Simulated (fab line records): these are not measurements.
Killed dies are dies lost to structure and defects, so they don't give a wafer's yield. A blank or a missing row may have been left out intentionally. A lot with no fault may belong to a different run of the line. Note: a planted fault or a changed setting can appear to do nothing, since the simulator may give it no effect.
Matching of chambers -- flow berkeley_cmos170 -- UCB170_M3_ETCH_17 on rie_diel-04: 4 sister chambers
The step etches BARC in N2/H2. 4 wafers are shown with their chamber, then 9 later ones without.

== WAFERS WITH THEIR CHAMBER ==
wafer,chamber,throttle_valve_pct (%)
L596.1,0,12.99
L595.1,1,13.05
L595.3,2,13.52
L595.4,3,12.90

== WAFERS WITH NO CHAMBER GIVEN ==
wafer,throttle_valve_pct (%)
L597.1,12.91
L597.2,13.52
L597.5,12.92
L598.3,13.05
L598.4,12.99
L598.6,13.05
L600.1,12.99
L600.2,12.92
L600.4,13.54

== WHICH CHAMBER EACH ONE RAN IN ==
wafer,from the rows above,in truth
L597.1,3,3
L597.2,2,2
L597.5,3,3
L598.3,1,1
L598.4,0,0
L598.6,1,1
L600.1,0,0
L600.2,3,3
L600.4,2,2
Correctly placed: 9 of 9. From these rows, 0 cannot be placed. Wrongly placed: 0.
How it was worked out, from the rows above alone: a wafer's distance from a chamber is the root of the sum, over the readings, of the square of ((its reading less the chamber's mean) divided by the reading's scatter). The wafer belongs to the nearest chamber; if the next one is less than 2 further off, it can't be placed. For every chamber, the mean is computed from those of its wafers that are shown. The scatter: with one shown wafer a chamber, the root of the mean of the squares of how far each hidden wafer lies from its nearest shown one.
